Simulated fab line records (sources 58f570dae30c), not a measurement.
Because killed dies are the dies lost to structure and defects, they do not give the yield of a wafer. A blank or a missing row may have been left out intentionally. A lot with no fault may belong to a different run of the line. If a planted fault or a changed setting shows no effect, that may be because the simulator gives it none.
The tool behind it: which one?    flow berkeley_cmos170    7 lots, 21 wafers sampled, at 1 step of a route of 331

## WHAT EACH GAUGE READ, for each wafer
UCB170_NLDD_OVL_MEAS_07.
lot   measured      on          NLDD_OVL (nm)
L609  day 8 05:02   overlay-02  -9 -5 -13
L612  day 8 14:32   overlay-01  -5 -12 -2
L610  day 8 15:23   overlay-02  -2 -10 -7
L619  day 10 04:46  overlay-01  1 0 0
L621  day 10 18:23  overlay-01  10 5 12
L627  day 11 09:01  overlay-01  0 3 4
L629  day 11 19:58  overlay-01  0 -2 2

## WHAT TOOL EACH LOT RAN ON (gives the tool, then ch and the chambers of the sampled wafers, and finally the start)
The record shows no process step preceding these readings.

## THE ANSWER, worked out from the rows above alone
Rule: what is usual is taken from the lots themselves. Put in order of their means at a reading, lots are off if they are a third of the lots or fewer, leave a main group of 4 or more, and stand apart from it by a gap of 3 or more times the standard deviation of the main group's means; of several such gaps the widest counts. A main group whose means are all the same, to the digits that the tables above print for the reading, isn't used. Also off: a lot with no number at a reading for which 4 or more lots have one. Where the step has rows for the other lots, those lots are counted as sound.
Across all readings shown, no lot is off: no conclusion can be drawn from this.

## WHAT WAS PUT IN BY THE SIMULATOR
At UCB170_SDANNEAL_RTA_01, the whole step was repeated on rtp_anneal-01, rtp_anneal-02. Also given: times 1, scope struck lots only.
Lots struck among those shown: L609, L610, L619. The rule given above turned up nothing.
